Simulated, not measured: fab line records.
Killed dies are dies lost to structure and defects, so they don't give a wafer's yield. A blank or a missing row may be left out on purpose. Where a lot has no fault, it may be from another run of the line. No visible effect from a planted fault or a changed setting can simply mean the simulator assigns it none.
Which of the tools did it? ; flow berkeleyCmos170 ; Sampling: 14 lots, 42 wafers, 2 of 331 route steps

== WHAT THE GAUGES SHOWED, per wafer ==
UCB170_PFIELD_TW_MEAS_09. Usual: PFIELD_TW gives 604 (standard deviation 7.8).
lot;measured;on;PFIELD_TW;flag
L916;day 5 00:22;filmMetro-02;607 610 611;
L919;day 5 13:30;filmMetro-04;588 591 590;
L920;day 5 13:39;filmMetro-02;609 608 608;
L918;day 5 13:46;filmMetro-04;592 592 593;
L926;day 6 22:24;filmMetro-04;594 598 597;
L927;day 6 23:14;filmMetro-03;610 614 612;
L933;day 8 02:22;filmMetro-02;601 598 605;
L932;day 8 03:05;filmMetro-02;603 602 600;
L930;day 8 03:23;filmMetro-04;594 596 597;
L931;day 8 03:38;filmMetro-03;610 612 612;
L935;day 8 19:52;filmMetro-04;597 595 593;
L934;day 8 20:01;filmMetro-04;593 594 593;
L938;day 9 14:00;filmMetro-02;607 609 607;
L939;day 9 14:37;filmMetro-03;613 610 616;

== TOOL THAT RAN EACH LOT (tool first, then ch and the chambers of the sampled wafers, then the start) ==
lot;UCB170_PFIELD_STRIP_08
L916;plasmaAsher-01 ch 0,1, day 5 00:16
L919;plasmaAsher-02 ch 0,1, day 5 13:24
L920;plasmaAsher-02 ch 0,1, day 5 13:34
L918;plasmaAsher-02 ch 0,1, day 5 13:40
L926;plasmaAsher-03 ch 0,1, day 6 22:19
L927;plasmaAsher-03 ch 1, day 6 23:08
L933;plasmaAsher-03 ch 0,1, day 8 02:16
L932;plasmaAsher-01 ch 0,1, day 8 02:59
L930;plasmaAsher-02 ch 0,1, day 8 03:17
L931;plasmaAsher-03 ch 0,1, day 8 03:32
L935;plasmaAsher-01 ch 0, day 8 19:45
L934;plasmaAsher-02 ch 0,1, day 8 19:55
L938;plasmaAsher-02 ch 0,1, day 9 13:54
L939;plasmaAsher-02 ch 0,1, day 9 14:31
- UCB170_PFIELD_STRIP_08: strips in O2.

== AS READ BY THE TOOLS THEMSELVES (means over the sampled wafers that have a number; for cases with no such wafer, the mark the record gives instead) ==
UCB170_PFIELD_STRIP_08. Usual: drypumpMotorCurrentA 5.6 A, standard deviation 0.47; oesProductAu 0.735 a.u., standard deviation 0.0046; stripTimeToEndpointS 21.61 s, standard deviation 0.053.
lot;tool;drypumpMotorCurrentA (A);oesProductAu (a.u.);stripTimeToEndpointS (s);flag
L916;plasmaAsher-01;5.5;0.735;21.71;
L919;plasmaAsher-02;6.0;0.734;21.57;
L920;plasmaAsher-02;5.6;0.736;21.64;
L918;plasmaAsher-02;5.6;0.736;21.57;
L926;plasmaAsher-03;5.4;0.735;21.62;
L927;plasmaAsher-03;5.7;0.736;21.62;
L933;plasmaAsher-03;5.5;0.738;21.59;
L932;plasmaAsher-01;5.5;0.732;21.61;
L930;plasmaAsher-02;5.6;0.736;21.71;
L931;plasmaAsher-03;5.5;0.737;21.62;
L935;plasmaAsher-01;5.5;0.733;21.55;
L934;plasmaAsher-02;5.6;0.735;21.59;
L938;plasmaAsher-02;5.6;0.735;21.59;
L939;plasmaAsher-02;6.0;0.738;21.64;

== THE ANSWER, worked out from the rows above alone ==
Rule: lot off if the mean of its wafers having a number is beyond 3 standard deviations from the usual mean. Also off: a lot with no number at a reading for which 4 or more lots have one. The other lots that the step has rows for count as sound. First the gauges in route order, then the tools' own readings, where a lot's mean is used as printed above. The first step at which some lot is off is used, and at that step the reading that is off furthest; a lot without a number counts as furthest.
Nothing can be told from this: no lot is off at any reading shown.

== WHAT THE SIMULATOR PUT IN ==
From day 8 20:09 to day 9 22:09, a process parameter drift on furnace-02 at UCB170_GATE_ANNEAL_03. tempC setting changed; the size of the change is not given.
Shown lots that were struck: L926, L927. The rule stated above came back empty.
